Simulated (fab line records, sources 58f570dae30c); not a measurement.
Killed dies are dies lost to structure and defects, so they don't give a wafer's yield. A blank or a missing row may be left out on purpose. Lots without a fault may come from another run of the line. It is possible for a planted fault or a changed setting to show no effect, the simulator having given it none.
What tool caused it? | flow berkeley cmos170 | Sampling: 24 lots, 72 wafers, 6 of 331 route steps

## WHAT EACH GAUGE READ, for each wafer
UCB170_NSD_TW_MEAS_10. Usual: for NSD_TW the level is 4217 and the standard deviation is 25.
lot  | measured     | on            | NSD_TW         | flag
L074 | day 6 16:02  | film metro-03 | 4216 4228 4198 |
L075 | day 6 20:55  | film metro-03 | 4211 4203 4198 |
L076 | day 6 21:08  | film metro-01 | 4205 4219 4192 |
L077 | day 6 21:17  | film metro-03 | 4204 4189 4194 |
L078 | day 7 19:58  | film metro-03 | 4196 4233 4221 |
L079 | day 8 02:17  | film metro-02 | 4238 4202 4225 |
L080 | day 7 19:50  | film metro-02 | 4213 4227 4232 |
L081 | day 8 02:01  | film metro-02 | 4204 4235 4222 |
L082 | day 8 09:31  | film metro-03 | 4194 4184 4196 |
L083 | day 8 09:47  | film metro-01 | 4192 4175 4217 |
L084 | day 9 01:22  | film metro-03 | 4228 4198 4181 |
L085 | day 9 01:49  | film metro-01 | 4200 4231 4230 |
L086 | day 9 00:32  | film metro-02 | 4239 4243 4233 |
L087 | day 9 08:11  | film metro-01 | 4205 4196 4197 |
L088 | day 9 23:17  | film metro-01 | 4202 4210 4193 |
L089 | day 9 23:32  | film metro-02 | 4231 4237 4242 |
L090 | day 9 23:53  | film metro-03 | 4197 4221 4229 |
L091 | day 10 05:49 | film metro-02 | 4275 4267 4266 |
L092 | day 10 05:28 | film metro-01 | 4224 4221 4228 |
L093 | day 10 18:02 | film metro-03 | 4201 4170 4166 |
L094 | day 10 18:19 | film metro-02 | 4272 4287 4261 |
L095 | day 11 04:11 | film metro-03 | 4253 4233 4268 |
L096 | day 11 03:44 | film metro-02 | 4220 4209 4235 |
L097 | day 11 14:07 | film metro-02 | 4256 4205 4215 |

UCB170_CONTACT_THK_MEAS_02. Usual: for CONTACT_PSG_THK the level is 701 nm and the standard deviation is 6.
lot  | measured     | on            | CONTACT_PSG_THK (nm) | flag
L074 | day 6 19:56  | film metro-02 | 705 703 706          |
L075 | day 7 00:55  | film metro-04 | 691 691 690          |
L076 | day 7 01:04  | film metro-03 | 696 699 696          |
L077 | day 7 02:43  | film metro-02 | 698 699 701          |
L078 | day 8 00:13  | film metro-02 | 699 702 700          |
L079 | day 8 08:20  | film metro-04 | 704 702 702          |
L080 | day 7 23:59  | film metro-04 | 700 701 706          |
L081 | day 8 08:20  | film metro-02 | 694 697 699          |
L082 | day 8 13:41  | film metro-04 | 701 705 710          |
L083 | day 8 15:30  | film metro-02 | 708 707 705          |
L084 | day 9 06:49  | film metro-04 | 707 708 708          |
L085 | day 9 06:49  | film metro-02 | 696 701 700          |
L086 | day 9 05:02  | film metro-02 | 691 688 692          |
L087 | day 9 15:57  | film metro-03 | 707 704 707          |
L088 | day 10 03:14 | film metro-04 | 699 695 699          |
L089 | day 10 04:47 | film metro-04 | 705 701 700          |
L090 | day 10 06:56 | film metro-02 | 701 704 702          |
L091 | day 10 11:14 | film metro-02 | 694 698 691          |
L092 | day 10 11:14 | film metro-04 | 696 701 703          |
L093 | day 10 22:56 | film metro-03 | 706 712 704          |
L094 | day 10 22:57 | film metro-02 | 693 695 696          |
L095 | day 11 08:10 | film metro-04 | 704 706 699          |
L096 | day 11 07:51 | film metro-02 | 709 715 713          |
L097 | day 11 20:24 | film metro-02 | 703 710 703          |

UCB170_M3_CD_MEAS_15 targets a cd of 700 nm. Usual: cd nm reads 699.9 nm (standard deviation 1.3).
lot  | measured     | on        | cd nm (nm)        | flag
L074 | day 7 14:32  | cd sem-02 | 699.8 698.7 698.0 |
L075 | day 7 21:44  | cd sem-02 | 702.2 701.1 699.6 |
L076 | day 7 22:16  | cd sem-02 | 700.2 698.3 698.8 |
L077 | day 7 22:38  | cd sem-01 | 701.3 701.2 701.5 |
L078 | day 8 21:08  | cd sem-02 | 701.2 701.6 701.6 |
L079 | day 9 06:19  | cd sem-01 | 699.3 698.9 698.2 |
L080 | day 8 21:26  | cd sem-02 | 700.5 699.0 701.3 |
L081 | day 9 06:58  | cd sem-01 | 699.5 699.3 699.6 |
L082 | day 9 10:32  | cd sem-02 | 699.4 699.4 699.2 |
L083 | day 9 10:43  | cd sem-01 | 700.2 700.0 700.3 |
L084 | day 10 03:35 | cd sem-02 | 700.4 702.0 701.0 |
L085 | day 10 03:20 | cd sem-02 | 701.3 700.2 700.5 |
L086 | day 10 02:47 | cd sem-01 | 699.7 698.6 699.0 |
L087 | day 10 12:52 | cd sem-01 | 702.4 701.0 702.1 |
L088 | day 10 21:43 | cd sem-01 | 700.0 700.2 701.0 |
L089 | day 10 21:59 | cd sem-01 | 699.7 698.1 699.8 |
L090 | day 11 03:30 | cd sem-01 | 699.6 700.0 699.3 |
L091 | day 11 08:08 | cd sem-02 | 700.1 700.6 701.4 |
L092 | day 11 07:55 | cd sem-02 | 700.8 698.5 699.0 |
L093 | day 11 20:42 | cd sem-02 | 698.9 699.5 697.6 |
L094 | day 11 20:28 | cd sem-02 | 701.9 700.5 701.2 |
L095 | day 12 03:58 | cd sem-02 | 698.9 698.1 697.1 |
L096 | day 12 03:39 | cd sem-02 | 696.7 699.0 698.4 |
L097 | day 12 16:23 | cd sem-01 | 698.1 698.6 699.2 |

## EACH LOT AND THE TOOL THAT RAN IT (in order: tool; ch and the chambers of the sampled wafers; start)
lot  | UCB170_ZERO_ETCH_06               | UCB170_ZERO_STRIP_07                | UCB170_M2_STRIP_07
L074 | rie diel-01 ch 1,2,3, day 1 17:14 | plasma asher-04 ch 0,1, day 1 17:16 | plasma asher-02 ch 0,1, day 7 08:08
L075 | rie diel-03 ch 0,3, day 2 01:14   | plasma asher-04 ch 0,1, day 2 01:15 | plasma asher-02 ch 0,1, day 7 14:03
L076 | rie diel-01 ch 0,3, day 2 11:11   | plasma asher-03 ch 0,1, day 2 11:12 | plasma asher-03 ch 0,1, day 7 14:10
L077 | rie diel-03 ch 2,3, day 2 11:25   | plasma asher-02 ch 0,1, day 2 11:29 | plasma asher-04 ch 0,1, day 7 14:39
L078 | rie diel-03 ch 1,2,3, day 2 15:53 | plasma asher-04 ch 0,1, day 2 15:55 | plasma asher-04 ch 0,1, day 8 14:11
L079 | rie diel-01 ch 1,3, day 2 18:54   | plasma asher-03 ch 1, day 2 18:56   | plasma asher-03 ch 0,1, day 8 22:26
L080 | rie diel-01 ch 0,1,3, day 2 21:48 | plasma asher-04 ch 0,1, day 2 21:51 | plasma asher-04 ch 0,1, day 8 14:36
L081 | rie diel-04 ch 0,3, day 3 06:34   | plasma asher-04 ch 0,1, day 3 06:35 | plasma asher-04 ch 0, day 8 22:29
L082 | rie diel-03 ch 1,2,3, day 3 11:46 | plasma asher-02 ch 0,1, day 3 11:47 | plasma asher-03 ch 0,1, day 9 02:33
L083 | rie diel-01 ch 0,1,3, day 3 13:10 | plasma asher-02 ch 0,1, day 3 13:14 | plasma asher-04 ch 0,1, day 9 02:36
L084 | rie diel-04 ch 0,1,3, day 3 21:53 | plasma asher-04 ch 0,1, day 3 21:54 | plasma asher-03 ch 0,1, day 9 19:43
L085 | rie diel-03 ch 0,2, day 4 02:41   | plasma asher-04 ch 0,1, day 4 02:43 | plasma asher-02 ch 0,1, day 9 19:36
L086 | rie diel-04 ch 1,2,3, day 4 04:56 | plasma asher-03 ch 0,1, day 4 04:58 | plasma asher-03 ch 0,1, day 9 19:22
L087 | rie diel-01 ch 1,3, day 4 09:48   | plasma asher-03 ch 0, day 4 09:49   | plasma asher-02 ch 0,1, day 10 06:04
L088 | rie diel-04 ch 0,1,2, day 4 16:03 | plasma asher-02 ch 0,1, day 4 16:04 | plasma asher-04 ch 0,1, day 10 14:14
L089 | rie diel-01 ch 0,1,3, day 5 00:27 | plasma asher-04 ch 0,1, day 5 00:28 | plasma asher-02 ch 0,1, day 10 14:41
L090 | rie diel-01 ch 1,2,3, day 5 02:34 | plasma asher-04 ch 0,1, day 5 02:35 | plasma asher-04 ch 0,1, day 10 20:35
L091 | rie diel-04 ch 0,2,3, day 5 06:55 | plasma asher-04 ch 0,1, day 5 06:56 | plasma asher-03 ch 0,1, day 11 01:28
L092 | rie diel-03 ch 0,2,3, day 5 10:36 | plasma asher-03 ch 0,1, day 5 10:37 | plasma asher-02 ch 0, day 11 01:13
L093 | rie diel-03 ch 1,3, day 5 16:03   | plasma asher-02 ch 0,1, day 5 16:04 | plasma asher-04 ch 0,1, day 11 12:42
L094 | rie diel-04 ch 1,2,3, day 5 23:37 | plasma asher-04 ch 0,1, day 5 23:40 | plasma asher-02 ch 0,1, day 11 12:17
L095 | rie diel-03 ch 1,3, day 6 03:32   | plasma asher-03 ch 0,1, day 6 03:34 | plasma asher-04 ch 0,1, day 11 20:52
L096 | rie diel-04 ch 0,1, day 6 09:43   | plasma asher-04 ch 0,1, day 6 09:44 | plasma asher-02 ch 0,1, day 11 20:33
L097 | rie diel-03 ch 0,2,3, day 6 14:38 | plasma asher-02 ch 0,1, day 6 14:42 | plasma asher-02 ch 0,1, day 12 09:37
- UCB170_ZERO_ETCH_06: etches SiO2 in CHF3/CF4/Ar, time 12 s.
- UCB170_ZERO_STRIP_07: strips in O2.
- UCB170_M2_STRIP_07: strips in O2.

## WHAT THE TOOLS THEMSELVES READ (means of the sampled wafers that have a number; where no wafer has one, the mark that the record gives instead)
UCB170_ZERO_ETCH_06. Usual: drypump motor current A 5.8 A, standard deviation 0.36; oes product au 0.619 a.u., standard deviation 0.0071; throttle valve pct 9.23 %, standard deviation 0.16.
lot  | tool        | drypump motor current A (A) | oes product au (a.u.) | throttle valve pct (%) | flag
L074 | rie diel-01 | 5.6                         | 0.626                 | 9.31                   |
L075 | rie diel-03 | 5.7                         | 0.618                 | 9.34                   |
L076 | rie diel-01 | 5.9                         | 0.619                 | 9.28                   |
L077 | rie diel-03 | 5.9                         | 0.619                 | 9.23                   |
L078 | rie diel-03 | 5.9                         | 0.622                 | 9.28                   |
L079 | rie diel-01 | 5.6                         | 0.623                 | 9.24                   |
L080 | rie diel-01 | 5.6                         | 0.619                 | 9.29                   |
L081 | rie diel-04 | 6.1                         | 0.625                 | 9.07                   |
L082 | rie diel-03 | 5.9                         | 0.623                 | 9.27                   |
L083 | rie diel-01 | 5.6                         | 0.621                 | 9.27                   |
L084 | rie diel-04 | 5.8                         | 0.623                 | 9.06                   |
L085 | rie diel-03 | 5.9                         | 0.620                 | 9.10                   |
L086 | rie diel-04 | 5.7                         | 0.618                 | 9.19                   |
L087 | rie diel-01 | 5.2                         | 0.623                 | 9.24                   |
L088 | rie diel-04 | 5.7                         | 0.613                 | 9.11                   |
L089 | rie diel-01 | 5.6                         | 0.619                 | 9.30                   |
L090 | rie diel-01 | 5.5                         | 0.615                 | 9.30                   |
L091 | rie diel-04 | 6.0                         | 0.623                 | 9.21                   |
L092 | rie diel-03 | 5.8                         | 0.618                 | 9.23                   |
L093 | rie diel-03 | 6.1                         | 0.618                 | 9.32                   |
L094 | rie diel-04 | 5.6                         | 0.615                 | 9.19                   |
L095 | rie diel-03 | 6.1                         | 0.616                 | 9.33                   |
L096 | rie diel-04 | 5.8                         | 0.621                 | 8.99                   |
L097 | rie diel-03 | 5.8                         | 0.620                 | 9.22                   |

UCB170_ZERO_STRIP_07. Usual: drypump motor current A 5.2 A, standard deviation 0.33; oes product au 0.727 a.u., standard deviation 0.0047; strip time to endpoint s 21.50 s, standard deviation 0.067.
lot  | tool            | drypump motor current A (A) | oes product au (a.u.) | strip time to endpoint s (s) | flag
L074 | plasma asher-04 | 5.0                         | 0.727                 | 21.40                        |
L075 | plasma asher-04 | 5.0                         | 0.725                 | 21.56                        |
L076 | plasma asher-03 | 5.3                         | 0.728                 | 21.63                        |
L077 | plasma asher-02 | 5.2                         | 0.727                 | 21.40                        |
L078 | plasma asher-04 | 5.0                         | 0.726                 | 21.56                        |
L079 | plasma asher-03 | 5.3                         | 0.728                 | 21.45                        |
L080 | plasma asher-04 | 5.0                         | 0.727                 | 21.52                        |
L081 | plasma asher-04 | 5.0                         | 0.721                 | 21.49                        |
L082 | plasma asher-02 | 5.4                         | 0.725                 | 21.59                        |
L083 | plasma asher-02 | 5.4                         | 0.729                 | 21.50                        |
L084 | plasma asher-04 | 5.0                         | 0.726                 | 21.55                        |
L085 | plasma asher-04 | 5.2                         | 0.726                 | 21.46                        |
L086 | plasma asher-03 | 5.3                         | 0.726                 | 21.40                        |
L087 | plasma asher-03 | 5.4                         | 0.731                 | 21.59                        |
L088 | plasma asher-02 | 5.2                         | 0.727                 | 21.55                        |
L089 | plasma asher-04 | 5.0                         | 0.731                 | 21.43                        |
L090 | plasma asher-04 | 5.2                         | 0.731                 | 21.50                        |
L091 | plasma asher-04 | 5.0                         | 0.729                 | 21.48                        |
L092 | plasma asher-03 | 5.4                         | 0.723                 | 21.52                        |
L093 | plasma asher-02 | 5.4                         | 0.732                 | 21.49                        |
L094 | plasma asher-04 | 5.0                         | 0.724                 | 21.52                        |
L095 | plasma asher-03 | 5.4                         | 0.729                 | 21.50                        |
L096 | plasma asher-04 | 5.0                         | 0.731                 | 21.57                        |
L097 | plasma asher-02 | 5.4                         | 0.727                 | 21.41                        |

UCB170_M2_STRIP_07. Usual: drypump motor current A 5.2 A, standard deviation 0.32; oes product au 0.734 a.u., standard deviation 0.0045; strip time to endpoint s 21.98 s, standard deviation 0.056.
lot  | tool            | drypump motor current A (A) | oes product au (a.u.) | strip time to endpoint s (s) | flag
L074 | plasma asher-02 | 5.2                         | 0.733                 | 22.03                        |
L075 | plasma asher-02 | 5.4                         | 0.729                 | 21.91                        |
L076 | plasma asher-03 | 5.4                         | 0.731                 | 21.97                        |
L077 | plasma asher-04 | 5.0                         | 0.738                 | 21.92                        |
L078 | plasma asher-04 | 5.0                         | 0.738                 | 21.96                        |
L079 | plasma asher-03 | 5.3                         | 0.734                 | 22.00                        |
L080 | plasma asher-04 | 5.0                         | 0.731                 | 22.01                        |
L081 | plasma asher-04 | 4.7                         | 0.732                 | 22.03                        |
L082 | plasma asher-03 | 5.4                         | 0.738                 | 22.04                        |
L083 | plasma asher-04 | 5.2                         | 0.733                 | 21.94                        |
L084 | plasma asher-03 | 5.3                         | 0.735                 | 22.01                        |
L085 | plasma asher-02 | 5.4                         | 0.735                 | 21.98                        |
L086 | plasma asher-03 | 5.4                         | 0.736                 | 21.88                        |
L087 | plasma asher-02 | 5.2                         | 0.729                 | 21.94                        |
L088 | plasma asher-04 | 5.2                         | 0.732                 | 21.96                        |
L089 | plasma asher-02 | 5.4                         | 0.736                 | 21.94                        |
L090 | plasma asher-04 | 5.0                         | 0.728                 | 21.97                        |
L091 | plasma asher-03 | 5.4                         | 0.736                 | 21.92                        |
L092 | plasma asher-02 | 5.0                         | 0.734                 | 21.98                        |
L093 | plasma asher-04 | 5.2                         | 0.732                 | 22.04                        |
L094 | plasma asher-02 | 5.4                         | 0.737                 | 22.04                        |
L095 | plasma asher-04 | 5.0                         | 0.734                 | 22.02                        |
L096 | plasma asher-02 | 5.4                         | 0.737                 | 21.99                        |
L097 | plasma asher-02 | 5.4                         | 0.736                 | 21.99                        |

## THE ANSWER, worked out from the rows above alone
Rule: lot off if the mean of its wafers having a number is beyond 3 standard deviations from the usual mean. Also off: a lot with no number at a reading for which 4 or more lots have one. Any other lot the step has rows for is counted as sound. First the gauges in route order, then the tools' own readings, where a lot's mean is used as printed above. At the first step where some lot is off, the reading lying furthest off is the one used; lots without a number count as furthest.
None of the lots is off at any reading shown; this tells nothing.

## WHAT WAS PUT IN BY THE SIMULATOR
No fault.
